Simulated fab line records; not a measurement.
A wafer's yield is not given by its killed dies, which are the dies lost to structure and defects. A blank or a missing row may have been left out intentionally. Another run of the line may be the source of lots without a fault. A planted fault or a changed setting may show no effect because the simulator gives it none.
What tool caused it? | flow berkeleyCmos170 | 42 wafers from 14 lots sampled at 6 of the route's 331 steps

== WHAT THE GAUGES SHOWED, per wafer ==
UCB170_PVT_OVL_MEAS_06. Usual: PVT_OVL -1 nm, standard deviation 5.9.
lot  | measured     | on         | PVT_OVL (nm) | flag
L586 | day 6 18:07  | overlay-01 | 7 8 7        | 
L588 | day 7 09:26  | overlay-01 | -9 -7 -15    | 
L591 | day 8 03:46  | overlay-01 | 7 7 -1       | 
L594 | day 8 03:46  | overlay-02 | -7 -3 -10    | 
L590 | day 8 04:02  | overlay-01 | -2 -1 -1     | 
L593 | day 8 04:19  | overlay-02 | -1 -3 -1     | 
L596 | day 8 11:26  | overlay-01 | 0 -3 -2      | 
L598 | day 9 00:08  | overlay-02 | 2 -4 0       | 
L600 | day 9 10:07  | overlay-02 | 12 8 13      | 
L601 | day 9 11:19  | overlay-02 | -6 -7 -7     | 
L602 | day 9 23:14  | overlay-02 | 5 7 6        | 
L603 | day 10 12:28 | overlay-02 | -8 -11 -6    | 
L605 | day 10 13:05 | overlay-01 | -8 -6 -8     | 
L604 | day 10 13:37 | overlay-02 | -7 -9 -2     | 

UCB170_NLDD_TW_MEAS_11. Usual: NLDD_TW 2218, standard deviation 17.
lot  | measured     | on           | NLDD_TW        | flag
L586 | day 7 12:48  | filmMetro-01 | 2228 2228 2223 | 
L588 | day 8 05:44  | filmMetro-01 | 2224 2220 2225 | 
L591 | day 9 00:44  | filmMetro-03 | 2213 2219 2215 | 
L594 | day 9 01:51  | filmMetro-02 | 2186 2188 2167 | 
L590 | day 9 01:05  | filmMetro-01 | 2227 2231 2226 | 
L593 | day 9 01:34  | filmMetro-01 | 2234 2235 2225 | 
L596 | day 9 05:29  | filmMetro-03 | 2216 2215 2210 | 
L598 | day 9 20:37  | filmMetro-03 | 2212 2213 2214 | 
L600 | day 10 08:29 | filmMetro-03 | 2220 2209 2220 | 
L601 | day 10 08:44 | filmMetro-01 | 2234 2223 2223 | 
L602 | day 10 20:15 | filmMetro-01 | 2331 2336 2326 | OFF
L603 | day 11 05:17 | filmMetro-03 | 2337 2348 2344 | OFF
L605 | day 11 06:17 | filmMetro-03 | 2239 2228 2239 | 
L604 | day 11 06:32 | filmMetro-03 | 2227 2233 2245 | 

UCB170_PSD_CD_MEAS_06 targets a cd of 1200 nm. Usual: cdNm reads 1200.1 nm (standard deviation 1.2).
lot  | measured     | on       | cdNm (nm)            | flag
L586 | day 7 20:44  | cdSem-01 | 1200.8 1199.2 1200.8 | 
L588 | day 8 12:46  | cdSem-01 | 1199.9 1200.5 1200.3 | 
L591 | day 9 08:04  | cdSem-02 | 1199.2 1198.1 1197.3 | 
L594 | day 9 08:48  | cdSem-02 | 1198.6 1200.6 1199.2 | 
L590 | day 9 08:37  | cdSem-01 | 1200.5 1201.8 1200.6 | 
L593 | day 9 08:47  | cdSem-01 | 1200.3 1200.7 1200.3 | 
L596 | day 9 13:55  | cdSem-01 | 1198.7 1198.1 1199.0 | 
L598 | day 10 06:11 | cdSem-01 | 1200.1 1200.8 1199.8 | 
L600 | day 10 16:20 | cdSem-01 | 1197.8 1199.4 1199.5 | 
L601 | day 10 16:31 | cdSem-02 | 1200.0 1201.1 1200.7 | 
L602 | day 11 02:48 | cdSem-01 | 1200.8 1200.3 1200.2 | 
L603 | day 11 11:30 | cdSem-02 | 1200.4 1201.1 1200.0 | 
L605 | day 11 11:45 | cdSem-01 | 1199.5 1198.2 1199.9 | 
L604 | day 11 11:54 | cdSem-02 | 1200.5 1197.4 1199.3 | 

UCB170_SDANNEAL_RS_MEAS_05: measures by four-point-probe. Usual: NLDD_RS 616.0 ohm/sq, standard deviation 1.4.
lot  | measured     | on           | NLDD_RS (ohm/sq)  | flag
L586 | day 8 02:08  | filmMetro-01 | 614.6 614.9 616.6 | 
L588 | day 8 16:18  | filmMetro-02 | 618.1 619.0 618.9 | 
L591 | day 9 12:18  | filmMetro-02 | 614.7 614.3 615.7 | 
L594 | day 9 13:46  | filmMetro-01 | 615.7 616.9 618.0 | 
L590 | day 9 13:21  | filmMetro-03 | 614.4 615.4 616.9 | 
L593 | day 9 13:45  | filmMetro-02 | 617.4 615.0 616.6 | 
L596 | day 9 20:28  | filmMetro-02 | 616.4 617.1 617.7 | 
L598 | day 10 10:03 | filmMetro-02 | 616.7 617.2 616.3 | 
L600 | day 11 00:35 | filmMetro-02 | 614.7 615.8 615.3 | 
L601 | day 11 00:30 | filmMetro-01 | 613.7 614.0 613.6 | 
L602 | day 11 06:40 | filmMetro-01 | 538.3 539.7 539.7 | OFF
L603 | day 11 16:26 | filmMetro-03 | 541.4 540.6 540.4 | OFF
L605 | day 11 17:01 | filmMetro-01 | 614.6 616.2 614.5 | 
L604 | day 11 16:51 | filmMetro-02 | 614.7 615.9 615.7 | 

== WHAT TOOL EACH LOT RAN ON (gives the tool, then ch and the chambers of the sampled wafers, and finally the start) ==
lot  | UCB170_NLDD_IMPLANT_08          | UCB170_NLDD_STRIP_10
L586 | implanter-04 ch 0, day 7 12:26  | plasmaAsher-01 ch 0,1, day 7 12:43
L588 | implanter-01 ch 0, day 8 05:22  | plasmaAsher-02 ch 0,1, day 8 05:39
L591 | implanter-01 ch 0, day 9 00:21  | plasmaAsher-01 ch 0,1, day 9 00:38
L594 | implanter-04 ch 0, day 9 01:29  | plasmaAsher-01 ch 0,1, day 9 01:46
L590 | implanter-01 ch 0, day 9 00:43  | plasmaAsher-01 ch 1, day 9 00:59
L593 | implanter-01 ch 0, day 9 01:11  | plasmaAsher-02 ch 0,1, day 9 01:27
L596 | implanter-01 ch 0, day 9 05:05  | plasmaAsher-01 ch 0,1, day 9 05:23
L598 | implanter-04 ch 0, day 9 20:13  | plasmaAsher-02 ch 0,1, day 9 20:31
L600 | implanter-01 ch 0, day 10 08:05 | plasmaAsher-01 ch 0,1, day 10 08:23
L601 | implanter-02 ch 0, day 10 08:22 | plasmaAsher-04 ch 0,1, day 10 08:39
L602 | implanter-01 ch 0, day 10 19:52 | plasmaAsher-04 ch 0,1, day 10 20:08
L603 | implanter-01 ch 0, day 11 04:53 | plasmaAsher-02 ch 0,1, day 11 05:11
L605 | implanter-04 ch 0, day 11 05:53 | plasmaAsher-04 ch 1, day 11 06:11
L604 | implanter-02 ch 0, day 11 06:10 | plasmaAsher-04 ch 0,1, day 11 06:27
- UCB170_NLDD_IMPLANT_08
- UCB170_NLDD_STRIP_10: strips in O2.

== AS READ BY THE TOOLS THEMSELVES (means over the sampled wafers that have a number; for cases with no such wafer, the mark the record gives instead) ==
UCB170_NLDD_IMPLANT_08. Usual: beamOnS 10.00 s, standard deviation 0.2; faradayCurrentUA 159, standard deviation 3.2.
lot  | tool         | beamOnS (s) | faradayCurrentUA | flag
L586 | implanter-04 | 9.92        | 160              | 
L588 | implanter-01 | 9.80        | 162              | 
L591 | implanter-01 | 9.87        | 161              | 
L594 | implanter-04 | 9.92        | 160              | 
L590 | implanter-01 | 9.98        | 159              | 
L593 | implanter-01 | 10.05       | 158              | 
L596 | implanter-01 | 10.04       | 158              | 
L598 | implanter-04 | 9.94        | 159              | 
L600 | implanter-01 | 10.00       | 159              | 
L601 | implanter-02 | 10.10       | 157              | 
L602 | implanter-01 | 14.29       | 111              | OFF
L603 | implanter-01 | 14.18       | 112              | OFF
L605 | implanter-04 | 9.95        | 159              | 
L604 | implanter-02 | 10.09       | 157              | 

UCB170_NLDD_STRIP_10. Usual: drypumpMotorCurrentA 6.1 A, standard deviation 0.43; oesProductAu 0.735 a.u., standard deviation 0.0044; stripTimeToEndpointS 21.64 s, standard deviation 0.06.
lot  | tool           | drypumpMotorCurrentA (A) | oesProductAu (a.u.) | stripTimeToEndpointS (s) | flag
L586 | plasmaAsher-01 | 5.7                      | 0.737               | 21.66                    | 
L588 | plasmaAsher-02 | 6.1                      | 0.740               | 21.66                    | 
L591 | plasmaAsher-01 | 6.1                      | 0.733               | 21.60                    | 
L594 | plasmaAsher-01 | 6.1                      | 0.735               | 21.64                    | 
L590 | plasmaAsher-01 | 5.4                      | 0.733               | 21.67                    | 
L593 | plasmaAsher-02 | 6.2                      | 0.731               | 21.63                    | 
L596 | plasmaAsher-01 | 5.7                      | 0.735               | 21.70                    | 
L598 | plasmaAsher-02 | 6.1                      | 0.736               | 21.69                    | 
L600 | plasmaAsher-01 | 6.1                      | 0.736               | 21.66                    | 
L601 | plasmaAsher-04 | 6.3                      | 0.739               | 21.72                    | 
L602 | plasmaAsher-04 | 6.4                      | 0.739               | 21.65                    | 
L603 | plasmaAsher-02 | 6.1                      | 0.732               | 21.68                    | 
L605 | plasmaAsher-04 | 6.1                      | 0.734               | 21.70                    | 
L604 | plasmaAsher-04 | 6.4                      | 0.734               | 21.56                    | 

== THE ANSWER, worked out from the rows above alone ==
Rule: lot off if the mean of its wafers having a number is beyond 3 standard deviations from the usual mean. A lot without any number at a reading at which 4 lots or more have one is off too. Where the step has rows for the other lots, those lots are counted as sound. First the gauges in route order, then the tools' own readings, where a lot's mean is used as printed above. The first step at which some lot is off is used, and at that step the reading that is off furthest; a lot without a number counts as furthest.
Off: L602, L603, at UCB170_NLDD_TW_MEAS_11 (NLDD_TW).
If a tool, at a process step before that reading, ran all the lots that are off and no sound lot after the first of them, it fits. Not tried: the gauges at UCB170_NLDD_TW_MEAS_11; whatever is off there is also off at UCB170_NLDD_IMPLANT_08, on other tools, and gauge error can't account for it. One fits: UCB170_NLDD_IMPLANT_08 on implanter-01. A fault onset in the window from L600 (day 10 08:05, its last sound lot) to L602 (day 10 19:52, its first lot off) fits.
The tool's own readings at UCB170_NLDD_IMPLANT_08 bear it out: on the lots that are off they differ by more than 5 times the standard deviation of the sound lots' means. beamOnS reads 14.23 s there against 9.97 s on the sound lots; faradayCurrentUA reads 112 there against 159 on the sound lots.

== WHAT THE SIMULATOR HAD INSERTED ==
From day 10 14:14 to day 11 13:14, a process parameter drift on implanter-01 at UCB170_NLDD_IMPLANT_08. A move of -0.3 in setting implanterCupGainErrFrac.
Shown lots that were struck: L602, L603. The rule above reached the same finding.
